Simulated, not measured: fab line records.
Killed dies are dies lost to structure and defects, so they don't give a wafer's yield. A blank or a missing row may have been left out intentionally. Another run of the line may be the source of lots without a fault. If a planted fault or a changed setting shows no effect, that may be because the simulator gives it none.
A lot that was struck, set against a sound lot :: flow rit_cmos :: 21 out of 202 route steps
Sound: the wafers L174.2, L174.3, L174.6. The struck wafers were L188.1, L188.2, L188.5. The cause is given at the end.
Per side, at each step with rows, come the tool, then ch with its chambers, and then its first start. Under that, the readings that differ: sound wafers :: struck wafers :: difference of the means :: sigmas: that difference in standard deviations of wafers without a fault.
alike: same words and numbers on both sides, and readings whose means sit less than 2 such deviations apart. not compared: any withheld reading, any reading some wafer has no value for, any bound like >300 that may hide the same value, and any number with overlapping values for which the record gives no deviation.
The two part at a step that has a row with sigmas, a row that says differs or no value, or rows on one side only. Non-overlapping numbers with no deviation appear without sigmas and do not part them. A reading that every wafer of one side lacks parts them only if that side has two wafers or more.

first, 2 steps without rows for these wafers: RIT_NSD_HARDBAKE_07 (time 60 s); RIT_NSD_IMPLANT_08.
RIT_NSD_STRIP_09: strips in O2, time 180 s.
  sound on plasma_asher-02 ch 1, day 3 20:17; struck on plasma_asher-04 ch 0,1, day 7 01:08
  alike: drypump_motor_current_A
  not compared: rf_hours_counter_h
RIT_NSD_TW_MEAS_10:
  struck on film_metro-04, day 7 01:19; sound on film_metro-02, day 3 20:28
  alike: NSD_TW
then, 6 steps without rows for these wafers: RIT_PSD_HMDS_00 (prime time 60 s); RIT_PSD_COAT_01 (resist thk 1000 nm); RIT_PSD_SOFTBAKE_02 (time 60 s); RIT_PSD_EXPOSE_03 (exposes mask M10, target cd 40900 nm); RIT_PSD_PEB_04; RIT_PSD_DEVELOP_05 (develop time 48.93 s).
RIT_PSD_OVL_MEAS_06:
  struck on overlay-02, day 7 02:20; sound on overlay-02, day 3 21:29
  alike: PSD_OVL
then, 1 step without rows for these wafers: RIT_PSD_HARDBAKE_07 (time 60 s).
RIT_PSD_IMPLANT_08:
  sound on implanter-01 ch 0, day 3 21:42; struck on implanter-02 ch 0, day 7 02:32
reading: implant_ion_amu
sound: 49 49 49
struck: 75 75 75
difference: +26
sigmas: 

reading: model.implant.drp_nm (nm)
sound: 12.05 12.05 12.05
struck: 8.906 8.906 8.906
difference: -3.144
sigmas: 

reading: model.implant.rp_nm (nm)
sound: 21.69 21.69 21.69
struck: 18.76 18.76 18.76
difference: -2.93
sigmas: 
  alike: tilt_deg
RIT_PSD_STRIP_09: strips in O2, time 180 s.
  sound on plasma_asher-03 ch 0,1, day 3 21:49; struck on plasma_asher-04 ch 0,1, day 7 02:41
reading: drypump_motor_current_A (A)
sound: 6.1 6.2 6.2
struck: 5.4 5.2 5.2
difference: -0.9
sigmas: -2
  not compared: rf_hours_counter_h
RIT_PSD_TW_MEAS_10:
  struck on film_metro-04, day 7 02:51; sound on film_metro-04, day 3 22:01
  alike: PSD_TW
then, 3 steps without rows for these wafers: RIT_SDANNEAL_CLEAN_00 (cleans in SC1, time 600 s); RIT_SDANNEAL_CLEAN_01 (cleans in dHF, time 30 s); RIT_SDANNEAL_CLEAN_02 (cleans in SC2, time 600 s).
RIT_SDANNEAL_RTA_03: time 5 s.
  sound on rtp_anneal-01 ch 0, day 3 22:28; struck on rtp_anneal-01 ch 0, day 7 03:17
  alike: wafer_temp_C_max
RIT_SDANNEAL_RS_MEAS_04: measures by four-point-probe.
  struck on film_metro-01, day 7 03:20; sound on film_metro-04, day 3 22:32
reading: PSD_RS (ohm/sq)
sound: 115.6 115.8 115.6
struck: 50.3 50.5 50.4
difference: -65.3
sigmas: -99 or more
RIT_SDANNEAL_RS_MEAS_05: measures by four-point-probe.
  struck on film_metro-01, day 7 03:28; sound on film_metro-04, day 3 22:39
  alike: NSD_RS

## WHERE THEY PART
At RIT_PSD_STRIP_09 first; at RIT_SDANNEAL_RS_MEAS_04 last (within this record only). Later steps at which nothing parts them and some readings are alike: RIT_SDANNEAL_RS_MEAS_05.

WHY: the cause the simulator had injected
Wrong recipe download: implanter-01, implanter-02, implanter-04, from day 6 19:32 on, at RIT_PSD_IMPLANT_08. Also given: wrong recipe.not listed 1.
